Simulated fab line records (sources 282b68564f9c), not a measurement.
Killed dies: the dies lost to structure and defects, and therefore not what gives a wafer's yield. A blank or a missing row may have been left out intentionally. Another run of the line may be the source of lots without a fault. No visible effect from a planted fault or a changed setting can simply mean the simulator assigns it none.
Commonality check across tools    flow rit_cmos    Sample size 14 lots and 42 wafers

REASON IT WAS OPENED
RIT_PLDD_TW_MEAS_10, reading PLDD_TW: flagged on 2 of 14 lots. Fault-free wafers read 2315, with a standard deviation of 25.
Rule: a lot is flagged when every wafer of it that has a number lies more than 4 standard deviations from that mean, or none has a number. The rest of the lots are taken to be sound.

lot   measured     on             PLDD_TW, wafer by wafer  flag
L852  day 2 22:57  film_metro-02  2283 2287 2287           
L853  day 3 05:44  film_metro-04  2352 2344 2342           
L855  day 3 15:28  film_metro-02  2283 2283 2288           
L856  day 3 18:05  film_metro-04  2344 2350 2352           
L857  day 4 03:08  film_metro-02  2294 2298 2295           
L858  day 4 03:35  film_metro-02  2305 2288 2290           
L859  day 4 08:44  film_metro-02  2289 2294 2301           
L860  day 4 18:02  film_metro-04  30 30 30                 FLAGGED
L862  day 5 04:18  film_metro-02  29 30 29                 FLAGGED
L869  day 6 12:46  film_metro-04  2340 2341 2341           
L870  day 6 15:35  film_metro-04  2332 2339 2347           
L871  day 6 21:41  film_metro-03  2298 2288 2295           
L872  day 7 04:19  film_metro-04  2329 2340 2327           
L875  day 7 17:43  film_metro-04  2327 2340 2339           
The numbers of the flagged lots are 30 on average: -2285 against the usual, or -91 standard deviations.

TOOL THAT RAN EACH LOT
The record keeps 1 process step preceding the reading, out of 202 steps on the route. Read each cell as the tool, then ch plus the chambers that the sampled wafers visited, then the start.
lot   flag     RIT_PLDD_DEVELOP_05
L852           litho_track-02 ch 0, day 2 22:00
L853           litho_track-02 ch 0, day 3 05:00
L855           litho_track-02 ch 0, day 3 14:00
L856           litho_track-04 ch 0, day 3 17:00
L857           litho_track-03 ch 0, day 4 02:00
L858           litho_track-03 ch 0, day 4 02:00
L859           litho_track-02 ch 0, day 4 08:00
L860  FLAGGED  litho_track-03 ch 0, day 4 17:00
L862  FLAGGED  litho_track-03 ch 0, day 5 03:00
L869           litho_track-04 ch 0, day 6 12:00
L870           litho_track-02 ch 0, day 6 14:00
L871           litho_track-02 ch 0, day 6 20:00
L872           litho_track-02 ch 0, day 7 03:00
L875           litho_track-04 ch 0, day 7 17:00
What is done by these steps:
- RIT_PLDD_DEVELOP_05: develop time 50 s.
- RIT_PLDD_TW_MEAS_10

FLAGGED AGAINST TOTAL, ONE TOOL AT A TIME (gauges that did the reading follow at the end)
step                 tool            lots run  flagged  share of the flagged lots  sound lots run after its first flagged lot
RIT_PLDD_DEVELOP_05  litho_track-02  7         0        none                       -
RIT_PLDD_DEVELOP_05  litho_track-03  4         2        all                        0
RIT_PLDD_DEVELOP_05  litho_track-04  3         0        none                       -
RIT_PLDD_TW_MEAS_10  film_metro-02   6         1        some                       0
RIT_PLDD_TW_MEAS_10  film_metro-03   1         0        none                       -
RIT_PLDD_TW_MEAS_10  film_metro-04   7         1        some                       4 (L869,L870,L872,L875)

WHAT THE TABLE ALLOWS
1 row of the table ran every flagged lot: litho_track-03 at RIT_PLDD_DEVELOP_05.
- litho_track-03 at RIT_PLDD_DEVELOP_05: 2 of its 4 lots flagged. Last sound lot L857 at day 4 02:00, first flagged lot L860 at day 4 17:00; a fault beginning in between fits.
litho_track-03 at RIT_PLDD_DEVELOP_05 is the single tool remaining.

WHAT THE SIMULATOR HAD PUT IN
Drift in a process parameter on litho_track-03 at RIT_PLDD_DEVELOP_05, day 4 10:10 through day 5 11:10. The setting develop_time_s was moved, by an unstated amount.
Lots struck among those shown: L860, L862. The rule above found the same.
